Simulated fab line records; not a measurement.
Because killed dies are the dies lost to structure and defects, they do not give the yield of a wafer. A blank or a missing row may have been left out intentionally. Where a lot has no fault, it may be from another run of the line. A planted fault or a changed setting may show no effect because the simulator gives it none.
Which of the tools did it?    flow berkeley cmos170    11 lots, 33 wafers sampled, at 5 steps of a route of 331

WHAT THE GAUGES READ, wafer by wafer
UCB170_PWELL_THK_MEAS_06. Usual: PWELL_NITRIDE_THK typically reads 221.3 nm, with standard deviation 1.8.
lot   measured     on             PWELL_NITRIDE_THK (nm)               flag
L721  day 3 07:56  film metro-02  222.0 218.7 219.4                    
L722  day 3 07:56  film metro-03  223.1 222.9 221.3                    
L723  day 3 13:39  film metro-04  223.0 222.9 223.3                    
L724  day 4 00:02  film metro-04  221.3 222.1 223.1                    
L725  day 4 00:02  film metro-03  218.1 218.9 218.7                    
L727  day 4 03:59  film metro-03  219.3 219.5 220.3                    
L729  day 4 14:47  film metro-04  221.6 222.2 222.9                    
L731  day 5 03:31  film metro-04  207.0 211.7 210.6 207.0 211.5 210.4  OFF
L733  day 5 22:10  film metro-04  207.3 207.0 207.6 207.4 207.1 207.4  OFF
L735  day 6 03:35  film metro-02  222.0 222.1 222.0                    
L739  day 6 17:26  film metro-04  218.2 218.8 218.1                    

UCB170_V1_OVL_MEAS_13. Usual: V1_OVL typically reads 0 nm, with standard deviation 4.6.
lot   measured      on          V1_OVL (nm)  flag
L721  day 8 01:36   overlay-02  2 0 0        
L722  day 8 01:25   overlay-01  2 6 7        
L723  day 8 05:53   overlay-02  6 2 4        
L724  day 8 13:24   overlay-02  0 -1 -2      
L725  day 8 11:46   overlay-01  -5 -3 0      
L727  day 8 12:14   overlay-02  -8 -6 -3     
L729  day 9 01:08   overlay-02  -5 -3 -1     
L731  day 9 14:01   overlay-02  -3 -7 1      
L733  day 10 06:20  overlay-01  4 5 0        
L735  day 10 06:34  overlay-02  1 -4 2       
L739  day 11 08:17  overlay-02  0 2 1        

UCB170_M2_CD_MEAS_90: the cd target is 700 nm. Usual: cd nm 701.4 nm, standard deviation 2.3.
lot   measured      on         cd nm (nm)         flag
L721  day 8 05:38   cd sem-01  700.8 701.9 705.1  
L722  day 8 05:04   cd sem-01  698.3 701.0 701.5  
L723  day 8 10:13   cd sem-01  701.6 698.6 702.5  
L724  day 8 18:01   cd sem-02  700.0 704.0 704.8  
L725  day 8 17:24   cd sem-02  704.1 700.8 702.3  
L727  day 8 17:34   cd sem-01  705.5 699.6 703.1  
L729  day 9 04:28   cd sem-01  701.9 698.7 699.4  
L731  day 9 16:50   cd sem-01  698.1 700.1 701.8  
L733  day 10 09:25  cd sem-01  701.4 701.0 702.7  
L735  day 10 09:53  cd sem-01  698.8 701.4 702.1  
L739  day 11 11:16  cd sem-01  696.5 697.2 700.1  

EACH LOT AND THE TOOL THAT RAN IT (in order: tool; ch and the chambers of the sampled wafers; start)
lot   UCB170_PWELL_CVD_05         UCB170_CONTACT_ETCH_17
L721  lpcvd-02 ch 0, day 3 06:01  rie diel-03 ch 0,2,3, day 7 17:43
L722  lpcvd-02 ch 0, day 3 06:01  rie diel-02 ch 0,3, day 7 17:34
L723  lpcvd-01 ch 0, day 3 11:44  rie diel-01 ch 0,1, day 7 21:37
L724  lpcvd-02 ch 1, day 3 22:07  rie diel-03 ch 0,1, day 8 04:45
L725  lpcvd-02 ch 0, day 3 22:07  rie diel-03 ch 0,1, day 8 02:29
L727  lpcvd-02 ch 0, day 4 02:03  rie diel-02 ch 0,1,3, day 8 04:11
L729  lpcvd-02 ch 0, day 4 12:52  rie diel-03 ch 0,1,2, day 8 15:20
L731  lpcvd-01 ch 0, day 5 01:37  rie diel-02 ch 1,2, day 9 04:23
L733  lpcvd-01 ch 0, day 5 20:16  rie diel-03 ch 0,1,3, day 9 20:59
L735  lpcvd-02 ch 0, day 6 01:38  rie diel-02 ch 1,2, day 9 21:44
L739  lpcvd-02 ch 0, day 6 15:29  rie diel-01 ch 1,2,3, day 10 23:08
- UCB170_PWELL_CVD_05: deposits Si3N4 from SiH2Cl2/NH3, target thk 220 nm, time 3300 s.
- UCB170_CONTACT_ETCH_17: etches BARC in N2/H2.

WHAT THE TOOLS THEMSELVES READ (means of the sampled wafers that have a number; where no wafer has one, the mark that the record gives instead)
UCB170_PWELL_CVD_05. Usual: pressure mtorr 200.1 mTorr, standard deviation 0.36.
lot   tool      pressure mtorr (mTorr)  flag
L721  lpcvd-02  200.2                   
L722  lpcvd-02  199.8                   
L723  lpcvd-01  200.0                   
L724  lpcvd-02  200.0                   
L725  lpcvd-02  200.2                   
L727  lpcvd-02  200.0                   
L729  lpcvd-02  200.2                   
L731  lpcvd-01  160.7                   OFF
L733  lpcvd-01  160.0                   OFF
L735  lpcvd-02  199.8                   
L739  lpcvd-02  200.4                   

UCB170_CONTACT_ETCH_17. Usual: chamber pressure mTorr 30.001 mTorr, standard deviation 0.027; drypump motor current A 5.8 A, standard deviation 0.45; oes product au 0.997 a.u., standard deviation 0.023; throttle valve pct 13.23 %, standard deviation 0.2.
lot   tool         chamber pressure mTorr (mTorr)  drypump motor current A (A)  oes product au (a.u.)  throttle valve pct (%)  flag
L721  rie diel-03  29.990                          6.2                          1.003                  13.04                   
L722  rie diel-02  29.994                          6.1                          0.980                  13.29                   
L723  rie diel-01  29.997                          5.7                          0.986                  13.33                   
L724  rie diel-03  29.986                          6.1                          1.006                  13.11                   
L725  rie diel-03  30.009                          5.5                          1.004                  13.30                   
L727  rie diel-02  30.014                          6.0                          0.991                  13.21                   
L729  rie diel-03  29.994                          6.0                          0.992                  13.17                   
L731  rie diel-02  29.992                          5.8                          0.985                  13.04                   
L733  rie diel-03  29.984                          5.8                          1.004                  13.18                   
L735  rie diel-02  30.024                          5.8                          0.986                  13.06                   
L739  rie diel-01  29.985                          5.7                          0.999                  13.42                   

THE ANSWER, worked out from the rows above alone
Rule: lot off if the mean of its wafers having a number is beyond 3 standard deviations from the usual mean. A lot without any number at a reading at which 4 lots or more have one is off too. All remaining lots with rows at the step are treated as sound. The gauges are gone through in route order, then the tools' own readings, and for those a lot's mean is taken as printed above. The first step at which some lot is off is used, and at that step the reading that is off furthest; a lot without a number counts as furthest.
Off: L731, L733, at UCB170_PWELL_THK_MEAS_06 (PWELL_NITRIDE_THK).
A tool fits if, at a process step before that reading, it ran every lot that is off, and no sound lot after the first of them. Not tried: the gauges at UCB170_PWELL_THK_MEAS_06; whatever is off there is also off at UCB170_PWELL_CVD_05, on other tools, and gauge error can't account for it. One candidate fits, namely lpcvd-01 at UCB170_PWELL_CVD_05. Its last sound lot is L723 (day 3 11:44), its first lot that is off L731 (day 5 01:37): a fault that began between those two fits.
The tool's own readings at UCB170_PWELL_CVD_05 bear it out: on the lots that are off they differ by more than 5 times the standard deviation of the sound lots' means. pressure mtorr reads 160.3 mTorr there against 200.1 mTorr on the sound lots.

WHAT THE SIMULATOR HAD PUT IN
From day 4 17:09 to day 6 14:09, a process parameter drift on lpcvd-01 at UCB170_PWELL_CVD_05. Setting pressure mtorr, moved by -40, from 200. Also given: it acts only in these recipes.
Lots struck among those shown: L731, L733. Same finding as the rule above.
